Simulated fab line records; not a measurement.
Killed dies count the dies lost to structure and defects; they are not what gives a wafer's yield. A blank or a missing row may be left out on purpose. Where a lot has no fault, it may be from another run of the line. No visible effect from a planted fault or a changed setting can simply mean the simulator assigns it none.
Comparing a struck lot with a sound one	flow rit_cmos	17 out of 202 route steps
Sound: these wafers, L841.1, L841.2, L841.4. Struck: wafer L850.6; the same lot's L850.2 was not struck, so it is left out; see the end for the cause.
Per side, at each step with rows, come the tool, then ch with its chambers, and then its first start. Under that, the readings that differ: sound wafers	struck wafers	difference of the means	sigmas: that difference in standard deviations of wafers without a fault.
alike: a reading whose means differ by less than 2 such deviations, as well as words and numbers matching on both sides. not compared: withheld readings; readings where some wafer has no value; bounds like >300 that might hide an equal value; numbers whose values overlap and for which the record gives no deviation.
The two part at a step that has a row with sigmas, a row that says differs or no value, or rows on one side only. Non-overlapping numbers with no deviation appear without sigmas and do not part them. Lack of a reading on every wafer of one side parts them only where that side has two or more wafers.

first, 1 step without rows for these wafers: RIT_PSD_IMPLANT_08.
RIT_PSD_STRIP_09: strips in O2, time 180 s.
  sound on plasma_asher-03 ch 0,1, day 3 17:13; struck on plasma_asher-04 ch 0, day 5 11:45
  alike: chamber_pressure_mTorr, drypump_motor_current_A
  not compared: rf_hours_counter_h
RIT_PSD_TW_MEAS_10:
  sound: film_metro-01 at day 3 17:24; struck: film_metro-01 at day 5 11:56
  alike: PSD_TW
then, 3 steps without rows for these wafers: RIT_SDANNEAL_CLEAN_00 (cleans in SC1, time 600 s); RIT_SDANNEAL_CLEAN_01 (cleans in dHF, time 30 s); RIT_SDANNEAL_CLEAN_02 (cleans in SC2, time 600 s).
RIT_SDANNEAL_RTA_03: time 5 s.
  sound on rtp_anneal-02 ch 0, day 3 18:10; struck on rtp_anneal-01 ch 0, day 5 12:22
  alike: wafer_temp_C_max
RIT_SDANNEAL_RS_MEAS_04: a four-point-probe measurement.
  sound: film_metro-02 at day 3 18:14; struck: film_metro-02 at day 5 12:26
  alike: PSD_RS
RIT_SDANNEAL_RS_MEAS_05: a four-point-probe measurement.
  sound: film_metro-02 at day 3 18:21; struck: film_metro-02 at day 5 12:33
  alike: NSD_RS
RIT_SDANNEAL_RS_MEAS_06: a four-point-probe measurement.
  sound: film_metro-02 at day 3 18:28; struck: film_metro-02 at day 5 12:40
  alike: PLDD_RS
RIT_SDANNEAL_RS_MEAS_07: a four-point-probe measurement.
  sound: film_metro-02 at day 3 18:35; struck: film_metro-02 at day 5 12:47
  alike: NLDD_RS
then, 1 step without rows for these wafers: RIT_SILICIDE_WET_ETCH_00 (etches SiO2 in BOE, target depth 14 nm, time 15 s).
RIT_SILICIDE_SPUTTER_01: material Ti, target thk 30 nm, time 240 s.
  sound: pvd_sputter-03 at day 3 18:43; struck: pvd_sputter-03 at day 5 12:54
reading	sound	struck	difference	sigmas
model.Ti_of_SILICIDE_SPUTTER_01.thk_nm (nm)	30.02 29.81 30.2	34.89	+4.88	
  alike: throttle_valve_pct
RIT_SILICIDE_RS_MEAS_02: a four-point-probe measurement.
  sound: film_metro-04 at day 3 18:52; struck: film_metro-03 at day 5 13:04
reading	sound	struck	difference	sigmas
SILICIDE_TI_RS (ohm/sq)	47.8 48.3 47.5	39.7	-8.2	-11
RIT_SILICIDE_THK_MEAS_03: measures by xrf.
  sound: film_metro-04 at day 3 18:59; struck: film_metro-03 at day 5 13:11
reading	sound	struck	difference	sigmas
SILICIDE_TI_THK (nm)	29.6 29.4 29.7	34.5	+4.9	+13
RIT_SILICIDE_RTA_04: time 10 s, ramp up 5 s, ramp down 5 s.
  sound on rtp_anneal-01 ch 0, day 3 19:03; struck on rtp_anneal-02 ch 0, day 5 13:14
  alike: wafer_temp_C_max
RIT_M1_PROBE_99:
  sound: prober-02 at day 4 01:35; struck: prober-01 at day 5 20:19
reading	sound	struck	difference	sigmas
model.etest.npoly_line.line_ohm_um	169.4 172.2 168.7	151.3	-18.8	
model.etest.ppoly_line.line_ohm_um	162.9 165.9 163.8	147.6	-16.6	
model.etest.contact_pplus.end_ohm_um	42.53 42.18 42.67	50.09	+7.63	
model.etest.contact_nplus.end_ohm_um	41.38 41.54 42.71	49.28	+7.40	
model.etest.npoly_line.rs_ohm_sq	17.02 17.08 16.93	15.24	-1.77	
model.etest.ppoly_line.rs_ohm_sq	16.57 16.58 16.32	14.92	-1.57	
model.etest.nmos_0p15.junction_log10_a_um	-13.22 -13.54 -13.55	-12.79	+0.65	
model.etest.npoly_sal.rs_ohm_sq	4.321 4.41 4.345	3.816	-0.543	
  alike: killed_at_contacts, killed_at_front_end, killed_dies, killed_open, killed_short

== WHERE THEY PART ==
Last at RIT_SILICIDE_THK_MEAS_03 as far as this record goes, first at RIT_SILICIDE_RS_MEAS_02. Later steps at which nothing parts them and some readings are alike: RIT_SILICIDE_RTA_04, RIT_M1_PROBE_99.

WHY: the cause the simulator had injected
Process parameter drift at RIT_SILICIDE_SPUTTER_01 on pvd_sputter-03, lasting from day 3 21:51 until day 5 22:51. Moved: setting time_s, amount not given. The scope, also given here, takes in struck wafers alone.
